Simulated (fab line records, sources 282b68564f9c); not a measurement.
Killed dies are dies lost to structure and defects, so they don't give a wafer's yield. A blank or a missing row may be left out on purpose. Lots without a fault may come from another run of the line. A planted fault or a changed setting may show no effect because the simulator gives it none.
A struck lot beside a sound one | flow rit_cmos | 27 steps out of a route of 202
Sound: wafers L172.2, L172.4, L172.5. Struck: wafers L183.2, L183.4, L183.6. The cause comes at the end.
At each step with rows: each side's tool, then ch and its chambers, then its first start. Under that, the readings that differ: sound wafers | struck wafers | difference of the means | sigmas: that difference in standard deviations of wafers without a fault.
alike: readings whose means differ by less than 2 such deviations, and words and numbers that are the same on both sides. not compared: withheld readings, readings that some wafer has no value for, bounds like >300 that may hide the same value, and numbers for which the record gives no deviation and whose values overlap.
The two part at a step that has a row with sigmas, a row that says differs or no value, or rows on one side only. Numbers that don't overlap but have no deviation are shown without sigmas and don't part them. A reading that every wafer of one side lacks parts them only if that side has two wafers or more.

first, 4 steps without rows for these wafers: RIT_CONTACT_SOFTBAKE_04 (time 60 s); RIT_CONTACT_EXPOSE_05 (exposes mask M11, target cd 1000 nm); RIT_CONTACT_PEB_06; RIT_CONTACT_DEVELOP_07 (develop time 120 s).
RIT_CONTACT_CD_MEAS_08: target cd 1000 nm.
  sound on cd_sem-01, day 3 20:20; struck on cd_sem-01, day 6 04:26
  reading    | sound                | struck            | difference | sigmas
  cd_nm (nm) | 1002.5 1001.2 1002.3 | 993.5 996.4 994.8 | -7.1       | -3
RIT_CONTACT_OVL_MEAS_09:
  sound on overlay-01, day 3 20:27; struck on overlay-02, day 6 04:32
  alike: CONTACT_OVL
then, 1 step without rows for these wafers: RIT_CONTACT_HARDBAKE_10 (time 60 s).
RIT_CONTACT_ETCH_11: etches SiO2 in CHF3/CF4/Ar, stops on TiSi2, target depth 480 nm, time 320 s.
  sound on rie_diel-01 ch 0,1, day 3 20:38; struck on rie_diel-01 ch 1,2,3, day 6 04:43
  alike: drypump_motor_current_A, oes_product_au, throttle_valve_pct
  not compared: rf_hours_counter_h
RIT_CONTACT_STRIP_12: strips in O2, time 180 s.
  sound on plasma_asher-04 ch 0,1, day 3 20:49; struck on plasma_asher-03 ch 1, day 6 04:55
  alike: drypump_motor_current_A
  not compared: rf_hours_counter_h
RIT_CONTACT_CD_MEAS_90: target cd 1000 nm.
  sound on cd_sem-02, day 3 21:01; struck on cd_sem-01, day 6 05:07
  reading    | sound                | struck            | difference | sigmas
  cd_nm (nm) | 1002.4 1001.2 1001.6 | 993.7 995.9 994.6 | -7.0       | -3
then, 2 steps without rows for these wafers: RIT_CONTACT_CLEAN_13 (cleans in SC1, time 600 s); RIT_CONTACT_CLEAN_14 (cleans in SC2, time 600 s).
RIT_M1_SPUTTER_00: material Al, target thk 400 nm, time 500 s.
  sound on pvd_sputter-01, day 3 21:28; struck on pvd_sputter-02, day 6 05:34
  reading                               | sound             | struck          | difference | sigmas
  model.Al_of_M1_SPUTTER_00.thk_nm (nm) | 396.6 394.5 392.4 | 345.5 344.6 358 | -45.1      |
  alike: throttle_valve_pct
RIT_M1_RS_MEAS_01: measures by four-point-probe.
  sound on film_metro-01, day 3 21:47; struck on film_metro-03, day 6 05:53
  reading           | sound                | struck               | difference | sigmas
  M1_AL_RS (ohm/sq) | 0.0742 0.0745 0.0749 | 0.0849 0.0852 0.0820 | +0.0095    | +9
RIT_M1_THK_MEAS_02: measures by xrf.
  sound on film_metro-01, day 3 21:53; struck on film_metro-03, day 6 05:59
  reading        | sound       | struck      | difference | sigmas
  M1_AL_THK (nm) | 403 402 398 | 351 351 366 | -45        | -7
then, 6 steps without rows for these wafers: RIT_M1_HMDS_03 (prime time 60 s); RIT_M1_COAT_04 (resist thk 1300 nm); RIT_M1_SOFTBAKE_05 (time 60 s); RIT_M1_EXPOSE_06 (exposes mask M12, target cd 2600 nm); RIT_M1_PEB_07; RIT_M1_DEVELOP_08 (develop time 65.5 s).
RIT_M1_CD_MEAS_09: target cd 2600 nm.
  sound on cd_sem-01, day 3 22:58; struck on cd_sem-01, day 6 07:04
  alike: cd_nm
RIT_M1_OVL_MEAS_10:
  sound on overlay-02, day 3 23:04; struck on overlay-02, day 6 07:10
  alike: M1_OVL
then, 1 step without rows for these wafers: RIT_M1_HARDBAKE_11 (time 120 s).
RIT_M1_METAL_ETCH_12: etches Al in Cl2/BCl3, stops on SiO2, time 165 s, target depth 600 nm.
  sound on rie_metal-03 ch 0,1, day 3 23:21; struck on rie_metal-02 ch 0, day 6 07:42
  reading                     | sound             | struck            | difference | sigmas
  drypump_motor_current_A (A) | 6.0 6.2 6.2       | 5.2 5.2 5.3       | -0.9       | -3
  oes_product_au (a.u.)       | 0.749 0.776 0.779 | 0.715 0.720 0.742 | -0.042     | -3
  alike: throttle_valve_pct
  not compared: rf_hours_counter_h
then, 1 step without rows for these wafers: RIT_M1_STRIP_13 (strips in nmp, time 600 s).
RIT_M1_PROBE_99:
  sound on prober-01, day 4 01:39; struck on prober-02, day 6 10:00
  reading                  | sound                   | struck                  | difference | sigmas
  model.etest.m1.rs_ohm_sq | 0.07314 0.07354 0.07437 | 0.08415 0.08438 0.08127 | +0.00958   |
  alike: defect_limited_yield, killed_at_contacts, killed_at_front_end, killed_dies, killed_open, killed_short, sort_bin_3_pad_short, sort_bin_5_function, sort_bin_6_memory, sort_n_pass, sort_yield_pct

WHERE THEY PART
First at RIT_CONTACT_CD_MEAS_08; last, within this record, at RIT_M1_METAL_ETCH_12. Later steps at which nothing parts them and some readings are alike: RIT_M1_PROBE_99.

WHY: what the simulator had put in
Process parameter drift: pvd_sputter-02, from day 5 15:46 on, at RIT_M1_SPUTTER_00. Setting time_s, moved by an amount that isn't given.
